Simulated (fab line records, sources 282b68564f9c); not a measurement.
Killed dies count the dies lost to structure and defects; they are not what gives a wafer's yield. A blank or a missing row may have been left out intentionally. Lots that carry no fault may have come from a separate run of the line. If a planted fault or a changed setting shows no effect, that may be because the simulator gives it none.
Which tool was responsible? | flow rit cmos | 14 lots, 42 wafers sampled, at 3 steps of a route of 202

WHAT EACH GAUGE READ, for each wafer
RIT_SILICIDE_THK_MEAS_03: measures by xrf. Usual: SILICIDE_TI_THK 29.3 nm, standard deviation 0.37.
lot  | measured    | on            | SILICIDE_TI_THK (nm) | flag
L637 | day 3 10:15 | film metro-04 | 30.0 29.8 29.2       |
L639 | day 3 19:40 | film metro-01 | 29.8 28.9 29.1       |
L640 | day 3 19:47 | film metro-03 | 29.3 29.1 29.4       |
L642 | day 4 09:22 | film metro-01 | 29.8 29.6 30.0       |
L643 | day 4 13:49 | film metro-04 | 29.2 29.7 29.5       |
L651 | day 6 05:41 | film metro-03 | 29.3 29.0 29.4       |
L652 | day 6 10:34 | film metro-03 | 28.7 28.8 29.1       |
L653 | day 6 16:37 | film metro-01 | 29.4 28.9 29.1       |
L654 | day 6 17:46 | film metro-03 | 29.3 29.7 28.9       |
L655 | day 7 01:20 | film metro-03 | 28.4 28.8 28.7       |
L656 | day 7 08:02 | film metro-03 | 29.9 30.1 29.9       |
L658 | day 7 14:59 | film metro-01 | 29.9 29.2 29.8       |
L659 | day 7 21:26 | film metro-04 | 29.7 29.7 29.6       |
L660 | day 8 02:34 | film metro-03 | 28.8 29.3 29.1       |

WHAT TOOL EACH LOT RAN ON (gives the tool, then ch and the chambers of the sampled wafers, and finally the start)
lot  | RIT_GATE_STRIP_20                   | RIT_SILICIDE_SPUTTER_01
L637 | plasma asher-01 ch 0,1, day 2 18:16 | pvd sputter-01, day 3 09:56
L639 | plasma asher-02 ch 0,1, day 3 05:05 | pvd sputter-01, day 3 19:23
L640 | plasma asher-01 ch 0,1, day 3 05:23 | pvd sputter-02, day 3 19:30
L642 | plasma asher-02 ch 0,1, day 3 19:08 | pvd sputter-01, day 4 09:05
L643 | plasma asher-03 ch 0,1, day 4 00:41 | pvd sputter-04, day 4 13:32
L651 | plasma asher-03 ch 0,1, day 5 14:54 | pvd sputter-01, day 6 05:24
L652 | plasma asher-03 ch 0,1, day 5 21:44 | pvd sputter-02, day 6 10:17
L653 | plasma asher-01 ch 0,1, day 6 01:36 | pvd sputter-01, day 6 16:21
L654 | plasma asher-01 ch 0,1, day 6 04:15 | pvd sputter-04, day 6 17:30
L655 | plasma asher-03 ch 0, day 6 10:55   | pvd sputter-01, day 7 01:03
L656 | plasma asher-02 ch 0, day 6 17:03   | pvd sputter-02, day 7 07:46
L658 | plasma asher-03 ch 0,1, day 7 00:45 | pvd sputter-04, day 7 14:43
L659 | plasma asher-02 ch 1, day 7 06:59   | pvd sputter-01, day 7 21:10
L660 | plasma asher-01 ch 0,1, day 7 13:38 | pvd sputter-04, day 8 02:18
- RIT_GATE_STRIP_20: strips in O2, time 180 s.
- RIT_SILICIDE_SPUTTER_01: material Ti, target thk 30 nm, time 240 s.

AS READ BY THE TOOLS THEMSELVES (means over the sampled wafers that have a number; for cases with no such wafer, the mark the record gives instead)
RIT_GATE_STRIP_20. Usual: drypump motor current A reads 5.6 A (standard deviation 0.31).
lot  | tool            | drypump motor current A (A) | flag
L637 | plasma asher-01 | 5.4                         |
L639 | plasma asher-02 | 5.8                         |
L640 | plasma asher-01 | 5.4                         |
L642 | plasma asher-02 | 5.5                         |
L643 | plasma asher-03 | 5.7                         |
L651 | plasma asher-03 | 5.8                         |
L652 | plasma asher-03 | 5.7                         |
L653 | plasma asher-01 | 5.4                         |
L654 | plasma asher-01 | 5.4                         |
L655 | plasma asher-03 | 5.5                         |
L656 | plasma asher-02 | 5.1                         |
L658 | plasma asher-03 | 5.7                         |
L659 | plasma asher-02 | 6.0                         |
L660 | plasma asher-01 | 5.4                         |

RIT_SILICIDE_SPUTTER_01. Usual: cathode dc power W 350.01 W, standard deviation 0.07; throttle valve pct 30.7 %, standard deviation 0.83.
lot  | tool           | cathode dc power W (W) | throttle valve pct (%) | flag
L637 | pvd sputter-01 | 350.06                 | 31.6                   |
L639 | pvd sputter-01 | 350.00                 | 31.1                   |
L640 | pvd sputter-02 | 349.96                 | 29.3                   |
L642 | pvd sputter-01 | 350.03                 | 31.0                   |
L643 | pvd sputter-04 | 350.02                 | 30.8                   |
L651 | pvd sputter-01 | 349.98                 | 31.5                   |
L652 | pvd sputter-02 | 350.07                 | 29.4                   |
L653 | pvd sputter-01 | 350.01                 | 30.7                   |
L654 | pvd sputter-04 | 350.02                 | 30.9                   |
L655 | pvd sputter-01 | 349.94                 | 31.0                   |
L656 | pvd sputter-02 | 350.07                 | 29.7                   |
L658 | pvd sputter-04 | 349.96                 | 31.6                   |
L659 | pvd sputter-01 | 349.98                 | 31.4                   |
L660 | pvd sputter-04 | 350.07                 | 30.9                   |

THE ANSWER, worked out from the rows above alone
Rule: take the mean of a lot's wafers that have a number; if it is more than 3 standard deviations from the usual mean, the lot is off. A lot without any number at a reading at which 4 lots or more have one is off too. The other lots that the step has rows for count as sound. The gauges are gone through in route order, then the tools' own readings, and for those a lot's mean is taken as printed above. The first step at which some lot is off is used, and at that step the reading that is off furthest; a lot without a number counts as furthest.
Across all readings shown, no lot is off: no conclusion can be drawn from this.

WHAT THE SIMULATOR HAD PUT IN
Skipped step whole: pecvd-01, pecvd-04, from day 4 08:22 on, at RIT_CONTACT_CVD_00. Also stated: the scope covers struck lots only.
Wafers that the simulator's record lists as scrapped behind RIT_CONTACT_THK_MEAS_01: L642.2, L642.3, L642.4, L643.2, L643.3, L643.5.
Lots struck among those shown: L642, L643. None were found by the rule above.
